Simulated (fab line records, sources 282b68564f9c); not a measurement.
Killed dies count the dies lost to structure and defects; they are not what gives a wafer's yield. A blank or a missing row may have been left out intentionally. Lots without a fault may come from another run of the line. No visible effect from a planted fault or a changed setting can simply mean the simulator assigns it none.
Check of tool commonality || flow rit-cmos || 42 wafers sampled across 14 lots

WHY THIS WAS OPENED
Of 14 lots, 2 have the reading NWELL_RS flagged at RIT_WELLDRIVE_RS_MEAS_01. Wafers without a fault read 275.8 ohm/sq, standard deviation 0.86.
Rule: a lot is flagged when every wafer of it that has a number lies more than 4 standard deviations from that mean, or none has a number. The other lots count as sound.

{"lot": "L830", "measured": "day 2 04:26", "on": "film-metro-03", "NWELL_RS (ohm/sq), wafer by wafer": "276.1 276.8 276.2", "flag": ""}
{"lot": "L831", "measured": "day 2 08:41", "on": "film-metro-01", "NWELL_RS (ohm/sq), wafer by wafer": "274.5 275.6 275.5", "flag": ""}
{"lot": "L832", "measured": "day 2 13:50", "on": "film-metro-03", "NWELL_RS (ohm/sq), wafer by wafer": "275.8 275.8 275.6", "flag": ""}
{"lot": "L833", "measured": "day 2 19:08", "on": "film-metro-01", "NWELL_RS (ohm/sq), wafer by wafer": "275.4 275.6 275.0", "flag": ""}
{"lot": "L834", "measured": "day 3 01:23", "on": "film-metro-01", "NWELL_RS (ohm/sq), wafer by wafer": "275.2 275.6 275.7", "flag": ""}
{"lot": "L836", "measured": "day 3 10:10", "on": "film-metro-01", "NWELL_RS (ohm/sq), wafer by wafer": "261.7 261.7 261.5", "flag": "FLAGGED"}
{"lot": "L837", "measured": "day 3 15:22", "on": "film-metro-04", "NWELL_RS (ohm/sq), wafer by wafer": "261.1 260.0 261.3", "flag": "FLAGGED"}
{"lot": "L843", "measured": "day 4 20:46", "on": "film-metro-03", "NWELL_RS (ohm/sq), wafer by wafer": "275.8 275.0 275.4", "flag": ""}
{"lot": "L846", "measured": "day 5 12:47", "on": "film-metro-04", "NWELL_RS (ohm/sq), wafer by wafer": "275.9 276.9 276.1", "flag": ""}
{"lot": "L848", "measured": "day 5 22:35", "on": "film-metro-03", "NWELL_RS (ohm/sq), wafer by wafer": "273.1 274.3 273.8", "flag": ""}
{"lot": "L850", "measured": "day 6 07:42", "on": "film-metro-03", "NWELL_RS (ohm/sq), wafer by wafer": "275.2 276.5 275.8", "flag": ""}
{"lot": "L851", "measured": "day 6 14:05", "on": "film-metro-03", "NWELL_RS (ohm/sq), wafer by wafer": "277.0 276.6 277.2", "flag": ""}
{"lot": "L852", "measured": "day 6 18:28", "on": "film-metro-03", "NWELL_RS (ohm/sq), wafer by wafer": "275.8 276.7 275.9", "flag": ""}
{"lot": "L853", "measured": "day 6 23:05", "on": "film-metro-03", "NWELL_RS (ohm/sq), wafer by wafer": "276.6 276.9 276.7", "flag": ""}
Average over the flagged lots: 261.2 ohm/sq; offset from the usual -14.6 ohm/sq, equal to -17 standard deviations.

EACH LOT AND THE TOOL IT RAN ON
The record holds 1 process step before the reading, out of a route of 202 steps. Each cell gives the tool, then ch followed by the chambers the sampled wafers passed through, then the start.
{"lot": "L830", "flag": "", "RIT_WELLDRIVE_ANNEAL_00": "furnace-04 ch 0, day 1 23:19"}
{"lot": "L831", "flag": "", "RIT_WELLDRIVE_ANNEAL_00": "furnace-02 ch 0, day 2 03:34"}
{"lot": "L832", "flag": "", "RIT_WELLDRIVE_ANNEAL_00": "furnace-04 ch 0, day 2 08:46"}
{"lot": "L833", "flag": "", "RIT_WELLDRIVE_ANNEAL_00": "furnace-01 ch 0, day 2 14:03"}
{"lot": "L834", "flag": "", "RIT_WELLDRIVE_ANNEAL_00": "furnace-01 ch 0, day 2 20:17"}
{"lot": "L836", "flag": "FLAGGED", "RIT_WELLDRIVE_ANNEAL_00": "furnace-02 ch 0, day 3 05:02"}
{"lot": "L837", "flag": "FLAGGED", "RIT_WELLDRIVE_ANNEAL_00": "furnace-02 ch 0, day 3 10:17"}
{"lot": "L843", "flag": "", "RIT_WELLDRIVE_ANNEAL_00": "furnace-04 ch 0, day 4 15:41"}
{"lot": "L846", "flag": "", "RIT_WELLDRIVE_ANNEAL_00": "furnace-01 ch 0, day 5 07:41"}
{"lot": "L848", "flag": "", "RIT_WELLDRIVE_ANNEAL_00": "furnace-04 ch 0, day 5 17:28"}
{"lot": "L850", "flag": "", "RIT_WELLDRIVE_ANNEAL_00": "furnace-01 ch 0, day 6 02:36"}
{"lot": "L851", "flag": "", "RIT_WELLDRIVE_ANNEAL_00": "furnace-01 ch 0, day 6 09:00"}
{"lot": "L852", "flag": "", "RIT_WELLDRIVE_ANNEAL_00": "furnace-02 ch 0, day 6 13:20"}
{"lot": "L853", "flag": "", "RIT_WELLDRIVE_ANNEAL_00": "furnace-01 ch 0, day 6 17:59"}
What these steps do:
- RIT_WELLDRIVE_ANNEAL_00: time 14700 s.
- RIT_WELLDRIVE_RS_MEAS_01: measures by four-point-probe.

FLAGGED OVER TOTAL, TOOL BY TOOL (the gauges that took the reading come last)
{"step": "RIT_WELLDRIVE_ANNEAL_00", "tool": "furnace-01", "lots run": 6, "flagged": 0, "share of the flagged lots": "none", "sound lots run after its first flagged lot": "-"}
{"step": "RIT_WELLDRIVE_ANNEAL_00", "tool": "furnace-02", "lots run": 4, "flagged": 2, "share of the flagged lots": "all", "sound lots run after its first flagged lot": "1 (L852)"}
{"step": "RIT_WELLDRIVE_ANNEAL_00", "tool": "furnace-04", "lots run": 4, "flagged": 0, "share of the flagged lots": "none", "sound lots run after its first flagged lot": "-"}
{"step": "RIT_WELLDRIVE_RS_MEAS_01", "tool": "film-metro-01", "lots run": 4, "flagged": 1, "share of the flagged lots": "some", "sound lots run after its first flagged lot": 0}
{"step": "RIT_WELLDRIVE_RS_MEAS_01", "tool": "film-metro-03", "lots run": 8, "flagged": 0, "share of the flagged lots": "none", "sound lots run after its first flagged lot": "-"}
{"step": "RIT_WELLDRIVE_RS_MEAS_01", "tool": "film-metro-04", "lots run": 2, "flagged": 1, "share of the flagged lots": "some", "sound lots run after its first flagged lot": "1 (L846)"}

WHAT THE TABLE PERMITS
1 row of the table ran every flagged lot: furnace-02 at RIT_WELLDRIVE_ANNEAL_00.
- furnace-02 at RIT_WELLDRIVE_ANNEAL_00 ran 4 lots, 2 of them flagged. After the first flagged lot (L852), sound lots still ran on it; a lasting fault on the whole tool would not permit that. Its own readings lie more than 4 standard deviations out on every wafer of the flagged lots: run-length-s.
Not one row of the table ran every flagged lot while running no sound lot after the first.

WHAT THE SIMULATOR HAD INSERTED
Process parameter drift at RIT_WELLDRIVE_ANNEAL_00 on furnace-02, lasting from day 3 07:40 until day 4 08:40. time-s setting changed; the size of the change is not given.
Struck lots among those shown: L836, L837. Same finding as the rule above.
